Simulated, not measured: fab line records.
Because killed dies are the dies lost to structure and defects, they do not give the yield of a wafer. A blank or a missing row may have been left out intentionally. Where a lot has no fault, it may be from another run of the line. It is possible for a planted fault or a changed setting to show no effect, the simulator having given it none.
Struck lot and sound lot, side by side ; flow berkeley_cmos170 ; 24 out of 331 route steps
Sound: these wafers, L923.4, L923.5, L923.6. Wafers L939.3, L939.5, L939.6 were the ones struck. At the end, the cause is stated.
Order at every step that has rows: each side's tool, ch and its chambers, its first start. Under that, the readings that differ: sound wafers ; struck wafers ; difference of the means ; sigmas: that difference in standard deviations of wafers without a fault.
alike: same words and numbers on both sides, and readings whose means sit less than 2 such deviations apart. not compared: any withheld reading, any reading some wafer has no value for, any bound like >300 that may hide the same value, and any number with overlapping values for which the record gives no deviation.
Wherever a step has rows on one side only, a row that says differs or no value, or a row with sigmas, the two part there. Numbers that don't overlap but have no deviation are shown without sigmas and don't part them. A reading that every wafer of one side lacks parts them only if that side has two wafers or more.

first, 6 steps without rows for these wafers: UCB170_ZERO_HMDS_00 (prime time 60 s); UCB170_ZERO_COAT_01 (resist thk 900 nm); UCB170_ZERO_SOFTBAKE_02 (time 60 s); UCB170_ZERO_EXPOSE_03 (exposes mask PM MARKS, target cd 4000 nm); UCB170_ZERO_PEB_04; UCB170_ZERO_DEVELOP_05 (develop time 45 s).
UCB170_ZERO_ETCH_06: etches SiO2 in CHF3/CF4/Ar, time 12 s.
  sound on rie_diel-01 ch 1,2,3, day 2 08:16; struck on rie_diel-01 ch 0,3, day 5 18:02
  alike: cf4_flow_sccm, drypump_motor_current_A, oes_product_au, throttle_valve_pct
  not compared: rf_hours_counter_h
UCB170_ZERO_STRIP_07: strips in O2.
  sound on plasma_asher-03 ch 0,1, day 2 08:19; struck on plasma_asher-03 ch 0,1, day 5 18:05
  alike: drypump_motor_current_A, oes_product_au, strip_time_to_endpoint_s
  not compared: rf_hours_counter_h
then, 2 steps without rows for these wafers: UCB170_NWELL_WET_ETCH_00 (etches SiO2 in dHF, time 200 s); UCB170_NWELL_OXIDATION_01 (target thk 26.4 nm, ox time 1260 s).
UCB170_NWELL_THK_MEAS_02:
  sound on film_metro-03, day 2 14:08; struck on film_metro-04, day 5 23:17
  alike: NWELL_OXIDE_THK
then, 1 step without rows for these wafers: UCB170_NWELL_ANNEAL_03 (time 900 s).
UCB170_NWELL_CVD_04: deposits Si3N4 from SiH2Cl2/NH3, target thk 224 nm, time 3360 s.
  sound on lpcvd-02 ch 0, day 2 22:17; struck on lpcvd-02 ch 0, day 6 03:37
reading;sound;struck;difference;sigmas
sih2cl2_flow_sccm (sccm);25.05 24.92 24.94;20.10 20.02 20.03;-4.92;-68
model.Si3N4_of_NWELL_CVD_04.thk_nm (nm);220.3 222.4 223.2;208.6 209 206.5;-13.9;
  alike: spike_tc_load_C
UCB170_NWELL_THK_MEAS_05:
  sound on film_metro-03, day 3 01:13; struck on film_metro-04, day 6 05:34
reading;sound;struck;difference;sigmas
NWELL_NITRIDE_THK (nm);220.4 222.4 223.2;208.6 208.8 206.4;-14.1;-6
then, 6 steps without rows for these wafers: UCB170_NWELL_HMDS_06 (prime time 60 s); UCB170_NWELL_COAT_07 (resist thk 900 nm); UCB170_NWELL_SOFTBAKE_08 (time 60 s); UCB170_NWELL_EXPOSE_09 (exposes mask NWELL, target cd 3000 nm); UCB170_NWELL_PEB_10; UCB170_NWELL_DEVELOP_11 (develop time 45 s).
UCB170_NWELL_OVL_MEAS_12:
  sound on overlay-01, day 3 02:07; struck on overlay-01, day 6 06:35
  alike: NWELL_OVL
UCB170_NWELL_ETCH_13: etches Si3N4 in CH3F/Ar/O2, stops on SiO2, target depth 246.4 nm, time 154 s.
  sound on rie_diel-02 ch 0,1,2, day 3 02:08; struck on rie_diel-03 ch 0,2,3, day 6 06:37
reading;sound;struck;difference;sigmas
model.etch.depth_nm (nm);220.3 222.4 223.2;208.6 209 206.5;-13.9;
  alike: drypump_motor_current_A, oes_product_au, throttle_valve_pct
  not compared: rf_hours_counter_h
next, for these wafers, 1 step has no rows: UCB170_NWELL_IMPLANT_14.
-- the record jumps here: 6 days lie between the struck wafers' starts before and after (it left off in module NWELL and takes up again in module M3, whose first step shown is number 331 of the route) --
UCB170_M3_PROBE_99:
  rows exist in the record for the struck wafers here (prober-02, day 12 07:00), but not for the sound ones

WHERE THEY PART
At UCB170_NWELL_CVD_04 first; at UCB170_M3_PROBE_99 last (within this record only).

WHY: what the simulator had put in
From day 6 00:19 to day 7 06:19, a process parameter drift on lpcvd-02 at UCB170_NWELL_CVD_04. From 25, the setting sih2cl2_flow_sccm moved by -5. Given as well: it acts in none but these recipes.
